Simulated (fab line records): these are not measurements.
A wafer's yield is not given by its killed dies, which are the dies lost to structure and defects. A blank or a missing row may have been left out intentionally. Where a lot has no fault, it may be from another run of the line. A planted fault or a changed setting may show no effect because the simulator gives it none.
Comparing a struck lot with a sound one | flow berkeley_cmos170 | 16 out of 331 route steps
Sound: wafers L281.2, L281.4, L281.6. Struck: wafer L293.3. (L293.1, L293.5 of the same lot were not struck and are left out.) The cause comes at the end.
For every step that has rows: the tool of each side, followed by ch and its chambers, followed by its first start. Under that, the readings that differ: sound wafers | struck wafers | difference of the means | sigmas: that difference in standard deviations of wafers without a fault.
alike: readings whose means differ by less than 2 such deviations, and words and numbers that are the same on both sides. not compared: withheld readings, readings that some wafer has no value for, bounds like >300 that may hide the same value, and numbers for which the record gives no deviation and whose values overlap.
Wherever a step has rows on one side only, a row that says differs or no value, or a row with sigmas, the two part there. When numbers do not overlap yet have no deviation, they are printed without sigmas and do not part them. A reading missing from all wafers of one side parts the sides only when that side holds two or more wafers.

UCB170_V1_CMP_02: polishes SiO2.
  sound on cmp-02 ch 0,1,2, day 8 04:47; struck on cmp-02 ch 0, day 10 14:56
  alike: motor_current_A
UCB170_V1_BOW_MEAS_03:
  struck on film_metro-03, day 10 15:11; sound on film_metro-03, day 8 05:04
  alike: V1_BOW
UCB170_V1_THK_MEAS_04:
  struck on film_metro-03, day 10 15:19; sound on film_metro-03, day 8 05:10
  alike: V1_POLISHED_THK
then, 7 steps without rows for these wafers: UCB170_V1_CLEAN_05 (cleans in DIW); UCB170_V1_HMDS_06 (prime time 60 s); UCB170_V1_COAT_07 (resist thk 900 nm); UCB170_V1_SOFTBAKE_08 (time 60 s); UCB170_V1_EXPOSE_09 (exposes mask VIA1, target cd 700 nm); UCB170_V1_PEB_10; UCB170_V1_DEVELOP_11 (develop time 45 s).
UCB170_V1_CD_MEAS_12 targets a cd of 700 nm.
  struck on cd_sem-01, day 10 18:49; sound on cd_sem-02, day 8 07:22
  reading    | sound             | struck | difference | sigmas
  cd_nm (nm) | 701.2 701.6 700.3 | 697.3  | -3.7       | -3
UCB170_V1_OVL_MEAS_13:
  struck on overlay-01, day 10 18:56; sound on overlay-01, day 8 07:28
  alike: V1_OVL
UCB170_V1_ETCH_14: etches SiO2 in CHF3/CF4/Ar, stops on Al, target depth 1250 nm, time 291 s.
  sound on rie_diel-04 ch 1,2,3, day 8 07:30; struck on rie_diel-03 ch 2, day 10 18:58
  reading                             | sound             | struck | difference | sigmas
  drypump_motor_current_A (A)         | 5.4 5.0 6.0       | 6.6    | +1.1       | +2
  oes_product_au (a.u.)               | 0.881 0.888 0.867 | 0.831  | -0.048     | -3
  model.V1.feature_depth_nm (nm)      | 1015 1016 1014    | 916.1  | -98.9      |
  model.etch.depth_nm (nm)            | 1015 1015 1014    | 916.1  | -98.6      |
  model.KrF_of_V1_COAT_07.thk_nm (nm) | 605.4 606.6 622.5 | 680.7  | +69.2      |
  alike: chamber_pressure_mTorr, rf_fwd_power_W, throttle_valve_pct
  not compared: rf_hours_counter_h
UCB170_V1_STRIP_15: strips in O2.
  sound on plasma_asher-02 ch 0,1, day 8 07:41; struck on plasma_asher-02 ch 1, day 10 19:08
  reading                      | sound             | struck | difference | sigmas
  strip_time_to_endpoint_s (s) | 15.20 15.24 15.61 | 16.93  | +1.58      | +8
  alike: chamber_pressure_mTorr, drypump_motor_current_A, oes_product_au
  not compared: rf_hours_counter_h
UCB170_V1_CD_MEAS_90 targets a cd of 700 nm.
  struck on cd_sem-01, day 10 19:14; sound on cd_sem-02, day 8 07:48
  reading    | sound             | struck | difference | sigmas
  cd_nm (nm) | 701.2 701.1 698.8 | 694.1  | -6.3       | -5
then, 1 step without rows for these wafers: UCB170_M2_PRE_CLEAN_00 (preclean etch time 60 s).

## WHERE THEY PART
Earliest at UCB170_V1_CD_MEAS_12; latest, in this record, at UCB170_V1_CD_MEAS_90.

WHY: what had been put in by the simulator
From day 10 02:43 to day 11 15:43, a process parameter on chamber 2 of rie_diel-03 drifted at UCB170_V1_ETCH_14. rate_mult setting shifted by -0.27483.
